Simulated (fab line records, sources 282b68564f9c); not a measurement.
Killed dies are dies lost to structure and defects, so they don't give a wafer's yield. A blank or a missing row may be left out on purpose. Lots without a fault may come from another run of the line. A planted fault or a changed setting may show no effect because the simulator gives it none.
fab line records | flow rit_cmos
record lots=6 wafers=18 last_day=7
route steps=202 shown PRETRO@69 GATE@75 FOX2@80 M1@202
lots that met no fault: from a run of the same line without faults
start_h: hours from the record's first day to the start of the lot's first wafer shown | wait_h: hours since the lot's step before | " the same as in the row above | L1.1+2: a row that stands for several wafers | - no value, or no start given | * or withheld: withheld | < > ~ a bound
route shown NAME@n: a module of which the file shows steps, and the number in the route of the first | usual: mean/standard deviation of fault-free wafers | same: alike in all rows | chamber/n: place in a boat | sites: the reading at each site | _std_site: their standard deviation | _edge_site: outer sites' mean less inner sites' | radius_mm: how far each site lies from the wafer's centre | mask NAME#n: copy n | behind: the tool/chamber that last shaped the wafer | hold: why the lot was held/for how many hours/how that ended | device: the transistor (n, p or np) that didn't switch | end of line: the same wafers' tests at the end of the route | a step without rows: its recipe alone | killed: dies lost to structure and defects at the first sort, not the wafer's yield | map: a wafer's dies, x killed, . not, _ none there
set.NAME: the setting as run; set.NAME@STEP: as run at that earlier step | model.NAME: the simulator's own value behind a step, which no gauge read
lots at some steps of the route; a table a step, a row a wafer
services: from which hour (start_h, from the record's first day; less than 0 if before it) a tool's chamber was out of use, for how many hours, and why
## steps
# step RIT_PRETRO_DEVELOP_05
# recipe resist=NOVOLAK develop_time_s=68 dev_temp_c=23
# step RIT_PRETRO_OVL_MEAS_06
# usual PRETRO_OVL=0.2/1.2
# columns lot.wafer tool chamber start_h wait_h PRETRO_OVL[nm]
L285.2 overlay-02 - 61.85 - -0.3
L285.3 " - " " 2.1
L285.5 " - " " 0.6
L286.1 overlay-02 - 69.66 - -1.1
L286.5 " - " " -2.5
L286.6 " - " " -1.8
L292.2 overlay-02 - 96.61 - 1.9
L292.5 " - " " 1.6
L292.6 " - " " 0.8
L298.2 overlay-02 - 131.16 - 1.7
L298.3 " - " " 2.0
L298.4 " - " " 2.0
L299.2 overlay-01 - 136.25 - 0.1
L299.3 " - " " 1.5
L299.4 " - " " 1.6
L300.1 overlay-01 - 138.92 - -0.2
L300.2 " - " " 0.5
L300.6 " - " " 1.0
# step RIT_PRETRO_HARDBAKE_07
# recipe resist=NOVOLAK temp_c=140 time_s=120
# step RIT_PRETRO_IMPLANT_08
# recipe species=B energy_kev=45 dose_cm2=1.2e+13 tilt_deg=7
# step RIT_PRETRO_STRIP_09
# recipe chemistry=O2 time_s=180 resist=NOVOLAK platen_temp_c=withheld power_w=500 pressure_mtorr=4000 o2_flow_sccm=4000
# usual drypump_motor_current_A=5.7/0.51
# columns lot.wafer tool chamber start_h wait_h drypump_motor_current_A rf_hours_counter_h
L285.2 plasma_asher-01 0 62.28 0.1 5.7 47
L285.3 " 1 " " 6.3 -
L285.5 " 1 " " 6.3 -
L286.1 plasma_asher-03 0 70.09 0.1 5.7 33
L286.5 " 0 " " 5.7 -
L286.6 " 1 " " 5.1 -
L292.2 plasma_asher-03 0 97.15 0.1 5.7 36
L292.5 " 0 " " 5.8 -
L292.6 " 1 " " 5.1 -
L298.2 plasma_asher-03 0 131.59 0.1 5.7 39
L298.3 " 1 " " 5.1 -
L298.4 " 0 " " 5.8 -
L299.2 plasma_asher-03 1 136.68 0.1 5.1 40
L299.3 " 0 " " 5.8 -
L299.4 " 1 " " 5.1 -
L300.1 plasma_asher-03 1 139.35 0.1 5.1 40
L300.2 " 0 " " 5.8 40
L300.6 " 1 " " 5.1 -
# step RIT_PRETRO_TW_MEAS_10
# usual PRETRO_TW=477/6.4
# columns lot.wafer tool chamber start_h wait_h PRETRO_TW
L285.2 film_metro-01 - 62.46 0.1 481
L285.3 " - " " 481
L285.5 " - " " 484
L286.1 film_metro-03 - 70.27 0.1 485
L286.5 " - " " 481
L286.6 " - " " 482
L292.2 film_metro-02 - 97.34 0.1 472
L292.5 " - " " 472
L292.6 " - " " 470
L298.2 film_metro-02 - 131.78 0.1 471
L298.3 " - " " 468
L298.4 " - " " 468
L299.2 film_metro-02 - 136.86 0.1 466
L299.3 " - " " 468
L299.4 " - " " 464
L300.1 film_metro-01 - 139.53 0.1 479
L300.2 " - " " 482
L300.6 " - " " 481
# step RIT_GATE_WET_ETCH_00
# recipe chemistry=BOE target=SiO2 target_depth_nm=56 time_s=60 dry=n2_spin dilution=10:1 temp_c=21.5
# step RIT_GATE_CLEAN_01
# recipe chemistry=SC1 mix=3:3:50 time_s=600 temp_c=75
# step RIT_GATE_CLEAN_02
# recipe chemistry=dHF dilution=50:1 time_s=30.91
# step RIT_GATE_CLEAN_03
# recipe chemistry=SC2 mix=3:3:50 time_s=600 temp_c=75 dry=n2_spin
# step RIT_GATE_CLEAN_04
# recipe chemistry=dHF dilution=50:1 time_s=60 dry=n2_spin
# step RIT_FOX2_THK_MEAS_91
# recipe reads=SiO2_of_FOX2_OXIDATION_00
# usual FIELD_OXIDE_LEFT_2_THK=254/6.3
# columns lot.wafer tool chamber start_h wait_h FIELD_OXIDE_LEFT_2_THK[nm]
L285.2 film_metro-03 - 63.00 0.0 263
L285.3 " - " " 256
L285.5 " - " " 259
L286.1 film_metro-04 - 71.04 0.0 244
L286.5 " - " " 238
L286.6 " - " " 239
L292.2 film_metro-03 - 97.82 0.0 250
L292.5 " - " " 249
L292.6 " - " " 251
L298.2 film_metro-03 - 132.29 0.0 259
L298.3 " - " " 262
L298.4 " - " " 251
L299.2 film_metro-02 - 137.34 0.0 264
L299.3 " - " " 256
L299.4 " - " " 258
L300.1 film_metro-04 - 140.00 0.0 252
L300.2 " - " " 246
L300.6 " - " " 246
# step RIT_GATE_OXIDATION_05
# recipe temp_c=900 ambient=O2 target_thk_a=30 ox_time_s=270
# usual ox_temp_c=900.0/0.45 spike_tc_load_C=924.5/2.6
# same ox_time_s=270
# columns lot.wafer tool chamber start_h wait_h ox_temp_c spike_tc_load_C model.SiO2_of_GATE_OXIDATION_05.thk_nm
L285.2 furnace-01 0 63.05 0.0 899.6 927.9 2.956
L285.3 " 0 " " 899.8 927.9 2.942
L285.5 " 0 " " 899.4 927.2 2.963
L286.1 furnace-03 0 71.79 0.7 899.7 925.0 3.069
L286.5 " 0 " " 900.5 924.5 3.09
L286.6 " 0 " " 900.2 924.7 3.067
L292.2 furnace-03 0 98.84 1.0 899.8 923.9 3.432
L292.5 " 0 " " 900.7 924.8 3.44
L292.6 " 0 " " 900.4 925.4 3.498
L298.2 furnace-03 0 133.44 1.1 899.6 925.4 3.401
L298.3 " 0 " " 900.1 922.5 3.345
L298.4 " 0 " " 899.9 926.0 3.441
L299.2 furnace-02 0 137.39 0.0 900.9 922.6 3.043
L299.3 " 0 " " 900.1 922.6 3.004
L299.4 " 0 " " 900.2 923.0 3.022
L300.1 furnace-02 0 141.56 1.5 900.9 923.3 3.028
L300.2 " 0 " " 900.3 922.5 3.01
L300.6 " 0 " " 901.1 920.5 2.983
# step RIT_GATE_ANNEAL_06
# recipe temp_c=900 time_s=600 ambient=N2O
# step RIT_GATE_THK_MEAS_07
# recipe reads=SiO2_of_GATE_OXIDATION_05
# usual GATE_OXIDE_THK=3.01/0.077
# columns lot.wafer tool chamber start_h wait_h GATE_OXIDE_THK[nm]
L285.2 film_metro-03 - 64.38 0.0 2.98
L285.3 " - " " 3.00
L285.5 " - " " 2.93
L286.1 film_metro-03 - 73.12 0.0 3.09
L286.5 " - " " 3.14
L286.6 " - " " 3.11
L292.2 film_metro-04 - 100.57 0.0 3.40
L292.5 " - " " 3.50
L292.6 " - " " 3.51
L298.2 film_metro-03 - 134.78 0.0 3.41
L298.3 " - " " 3.34
L298.4 " - " " 3.43
L299.2 film_metro-03 - 138.72 0.0 3.02
L299.3 " - " " 2.98
L299.4 " - " " 3.03
L300.1 film_metro-03 - 145.56 0.0 3.04
L300.2 " - " " 2.98
L300.6 " - " " 3.02
# step RIT_GATE_CVD_08
# recipe material=poly-Si target_thk_nm=250 temp_c=610 precursor=SiH4 time_s=2220 pressure_mtorr=300 sih4_flow_sccm=100
# step RIT_M1_PROBE_99
# usual killed_at_contacts=0.1/0.3 killed_at_front_end=6.5/2.9 killed_dies=6.6/3 killed_on_rim=1.6/1.3 killed_open=3.3/2 killed_short=3.3/1.9
# same gross_dies=264 killed_at_M0_to_M3=0 killed_at_M4_up=0 killed_at_back_side=0 killed_at_other=0
# columns lot.wafer tool chamber start_h wait_h killed_at_contacts killed_at_front_end killed_dies killed_on_rim killed_open killed_short model.etest.pmos_0p3.r_on_ohm_um model.etest.pmos_turned.r_on_ohm_um model.etest.pmos_0p15.r_on_ohm_um model.etest.nmos_0p3.r_on_ohm_um model.etest.nmos_0p15.drive_ua_um model.etest.nmos_narrow.drive_ua_um model.etest.nmos_0p3.drive_ua_um model.etest.pmos_0p15.drive_ua_um
L285.2 prober-01 - 86.69 0.1 0 10 10 5 8 2 6272 3408 2758 2176 456.8 217.7 222.7 255.5
L285.3 prober-01 - 86.74 0.2 0 6 6 2 3 3 6202 3330 2725 2201 468.2 222.2 227.2 266.4
L285.5 prober-01 - 86.84 0.2 0 5 5 3 1 4 6208 3362 2757 2206 456.3 219.9 223.6 261.1
L286.1 prober-02 - 99.99 0.1 0 9 9 0 4 5 6643 3660 2906 2265 461.9 218.3 218.4 246.8
L286.5 prober-02 - 100.19 0.2 0 7 7 1 3 4 6449 3566 2843 2187 454.4 218.1 216.8 245.2
L286.6 prober-02 - 100.24 0.2 0 5 5 1 4 1 6447 3547 2863 2246 466.5 223.8 220.8 251.4
L292.2 prober-02 - 123.21 0.1 0 4 4 2 4 0 7313 4184 3367 2438 389.7 190.6 187.2 199.8
L292.5 prober-02 - 123.36 0.2 0 8 8 1 6 2 7244 4035 3293 2437 393.6 188.2 187.1 203.5
L292.6 prober-02 - 123.41 0.2 0 2 2 1 1 1 7436 4170 3344 2474 385.2 185.2 182.2 197.7
L298.2 prober-02 - 160.91 0.1 0 8 8 1 2 6 6910 3702 2985 2365 413.1 189.3 192.3 226.2
L298.3 prober-02 - 160.96 0.2 0 8 8 1 4 4 6967 3850 3044 2338 417 191.9 195.8 222.4
L298.4 prober-02 - 161.01 0.2 0 2 2 0 2 0 7142 3787 3042 2359 410.3 189.4 188.1 220.2
L299.2 prober-01 - 166.97 0.1 0 7 7 0 3 4 6349 3406 2747 2219 458.5 213.1 215.5 257.3
L299.3 prober-01 - 167.02 0.2 0 8 8 4 4 4 6219 3358 2704 2189 464.2 214.4 219.5 261.3
L299.4 prober-01 - 167.07 0.2 0 7 7 2 5 2 6256 3370 2714 2174 461.1 212.7 215.4 258.4
L300.1 prober-02 - 171.43 0.1 0 10 10 4 6 4 6323 3371 2732 2204 468.1 227.4 225.3 261
L300.2 prober-02 - 171.48 0.1 1 4 5 2 1 4 6246 3308 2681 2144 476.2 232.9 226.8 264.7
L300.6 prober-02 - 171.68 0.2 0 5 5 1 4 1 6197 3268 2684 2158 482 233.6 228.4 269.9
# killed by level:class
L285.2 SPACER:geometric_particle:open=4 SILICIDE:geometric_particle:open=2 GATE:geometric_particle:open=1 GATE:geometric_particle:short=1 REOX:geometric_particle:open=1 SPACER:geometric_particle:short=1
L285.3 SPACER:geometric_particle:short=3 FOX1:geometric_particle:open=1 FOX2:geometric_particle:open=1 GATE:geometric_particle:open=1
L285.5 GATE:geometric_particle:short=2 FOX2:geometric_particle:short=1 SPACER:geometric_particle:open=1 SPACER:geometric_particle:short=1
L286.1 FOX2:geometric_particle:open=2 FOX2:geometric_particle:short=1 GATE:geometric_particle:short=1 GATE:geometric_particle:open=1 REOX:geometric_particle:short=1 SPACER:geometric_particle:open=1 SPACER:geometric_particle:short=1 SILICIDE:geometric_particle:short=1
L286.5 GATE:geometric_particle:short=3 REOX:geometric_particle:open=2 REOX:geometric_particle:short=1 SILICIDE:geometric_particle:open=1
L286.6 GATE:geometric_particle:open=4 GATE:geometric_particle:short=1
L292.2 GATE:geometric_particle:open=2 REOX:geometric_particle:open=1 SPACER:geometric_particle:open=1
L292.5 GATE:geometric_particle:open=3 FOX1:geometric_particle:short=1 FOX1:geometric_particle:open=1 GATE:geometric_particle:short=1 REOX:geometric_particle:open=1 SILICIDE:geometric_particle:open=1
L292.6 GATE:geometric_particle:short=1 SPACER:geometric_particle:open=1
L298.2 GATE:geometric_particle:short=5 GATE:geometric_particle:open=1 REOX:geometric_particle:short=1 REOX:geometric_particle:open=1
L298.3 FOX1:geometric_particle:open=1 FOX1:geometric_particle:short=1 FOX2:geometric_particle:open=1 FOX2:geometric_particle:short=1 GATE:geometric_particle:open=1 GATE:geometric_particle:short=1 REOX:geometric_particle:open=1 SILICIDE:geometric_particle:short=1
L298.4 FOX1:geometric_particle:open=1 GATE:geometric_particle:open=1
L299.2 GATE:geometric_particle:short=2 FOX1:geometric_particle:open=1 FOX1:geometric_particle:short=1 FOX2:geometric_particle:open=1 GATE:geometric_particle:open=1 SPACER:geometric_particle:short=1
L299.3 SILICIDE:geometric_particle:short=2 SPACER:geometric_particle:open=2 SILICIDE:geometric_particle:open=2 GATE:geometric_particle:short=1 SPACER:geometric_particle:short=1
L299.4 GATE:geometric_particle:open=3 FOX1:geometric_particle:open=1 GATE:geometric_particle:short=1 SPACER:geometric_particle:short=1 SPACER:geometric_particle:open=1
L300.1 FOX1:geometric_particle:open=2 GATE:geometric_particle:short=2 GATE:geometric_particle:open=2 REOX:geometric_particle:open=2 SPACER:geometric_particle:short=2
L300.2 GATE:geometric_particle:short=3 SPACER:geometric_particle:short=1 CONTACT:geometric_particle:open=1
L300.6 GATE:geometric_particle:open=3 FOX1:geometric_particle:open=1 SILICIDE:geometric_particle:short=1
## services
# columns tool chamber start_h hours kind
furnace-02 - 76.75 4.0 pm
## key
first_sign step=RIT_GATE_THK_MEAS_07 reading=GATE_OXIDE_THK direction=up sigmas=5.5 usual=3.01 struck=3.43
effect none on later readings
model_effect step=RIT_GATE_OXIDATION_05 value=SiO2_of_GATE_OXIDATION_05.thk_nm without=3.044 struck=3.426
model_effect step=RIT_M1_PROBE_99 value=etest.pmos_0p3.r_on_ohm_um without=6450 struck=7168
met_at RIT_GATE_OXIDATION_05
struck_wafers L292.2,L292.5,L292.6,L298.2,L298.3,L298.4
tester_left_out L292,L298
onset_between 71.79 98.84
fault kind=process_parameter_drift tool=furnace-03 chamber=- onset_h=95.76 steps=RIT_GATE_OXIDATION_05 channel=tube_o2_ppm offset=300 shape=step end_h=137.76
# tester_left_out: of these lots the tester's yield and bins aren't shown, on N5 and GAA mostly nor the transistor test; their killed dies are dies lost to structure and defects alone, not to doping, threshold or leakage, so they don't give the yield
